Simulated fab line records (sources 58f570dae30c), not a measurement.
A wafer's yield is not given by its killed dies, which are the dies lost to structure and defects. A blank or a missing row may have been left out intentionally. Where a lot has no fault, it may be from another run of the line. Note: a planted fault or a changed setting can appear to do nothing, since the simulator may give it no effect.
Comparing a struck lot with a sound one ; flow berkeleyCmos170 ; 16 steps out of a route of 331
Sound: the wafers L691.1, L691.2, L691.6. Wafers L693.2, L693.4, L693.6 were the ones struck. The cause is given at the end.
At each step with rows: each side's tool, then ch and its chambers, then its first start. Under that, the readings that differ: sound wafers ; struck wafers ; difference of the means ; sigmas: that difference in standard deviations of wafers without a fault.
alike: words and numbers the same on both sides, and readings whose means are apart by under 2 such deviations; not compared: readings that were withheld, readings missing a value for some wafer, numbers with overlapping values and no deviation given by the record, and bounds like >300 which may hide the same value.
A row with sigmas, a row that says differs or no value, or rows on one side alone: a step with any of these is where the two part. Numbers that have no deviation but don't overlap get no sigmas and don't part them. Lack of a reading on every wafer of one side parts them only where that side has two or more wafers.

first, 1 step without rows for these wafers: UCB170_PFIELD_IMPLANT_07.
UCB170_PFIELD_STRIP_08: strips in O2.
  sound on plasmaAsher-01 ch 0,1, day 4 13:32; struck on plasmaAsher-04 ch 0,1, day 4 19:59
  alike: drypumpMotorCurrentA, oesProductAu, stripTimeToEndpointS
  not compared: rfHoursCounterH
UCB170_PFIELD_TW_MEAS_09:
  sound on filmMetro-04, day 4 13:38; struck on filmMetro-02, day 4 20:06
reading;sound;struck;difference;sigmas
PFIELD_TW;607 604 605;596 598 596;-9;-3
then, 2 steps without rows for these wafers: UCB170_FIELD_CLEAN_00 (cleans in dHF, time 7.5 s); UCB170_FIELD_OXIDATION_01 (target thk 558.3 nm, ox time 7200 s).
UCB170_FIELD_THK_MEAS_02:
  sound on filmMetro-01, day 4 21:13; struck on filmMetro-02, day 5 02:48
  alike: FIELD_OXIDE_THK
then, 4 steps without rows for these wafers: UCB170_FIELD_ANNEAL_03 (time 1200 s); UCB170_FIELD_WET_ETCH_04 (etches SiO2 in dHF, time 58.02 s); UCB170_FIELD_WET_ETCH_05 (etches Si3N4 in H3PO4, time 12600 s); UCB170_FIELD_WET_ETCH_06 (etches SiO2 in BOE, time 22 s).
UCB170_FIELD_THK_MEAS_90:
  sound on filmMetro-03, day 5 05:26; struck on filmMetro-03, day 5 12:07
  alike: FIELD_OXIDE_LEFT_1_THK
then, 1 step without rows for these wafers: UCB170_SACOX_CLEAN_00 (cleans in dHF, time 7.5 s).
UCB170_SACOX_OXIDATION_01: target thk 14.4 nm, ox time 2400 s.
  sound on furnace-01 ch 0, day 5 08:10; struck on furnace-01 ch 0, day 5 18:31
  alike: oxTempC, spikeTcSourceC, zonePowerLoadPct
UCB170_SACOX_THK_MEAS_02:
  sound on filmMetro-03, day 5 09:49; struck on filmMetro-04, day 5 20:11
reading;sound;struck;difference;sigmas
SACOX_OXIDE_THK (nm);14.00 14.49 14.09;23.53 22.93 23.25;+9.04;+33
then, 1 step without rows for these wafers: UCB170_SCREENOX_WET_ETCH_00 (etches SiO2 in dHF, time 200 s).
UCB170_M3_PROBE_99:
  sound wafers here have rows in the record (prober-01, day 8 02:46); struck ones have none

WHERE THEY PART
First at UCB170_PFIELD_TW_MEAS_09; last, within this record, at UCB170_M3_PROBE_99.

WHY: what had been put in by the simulator
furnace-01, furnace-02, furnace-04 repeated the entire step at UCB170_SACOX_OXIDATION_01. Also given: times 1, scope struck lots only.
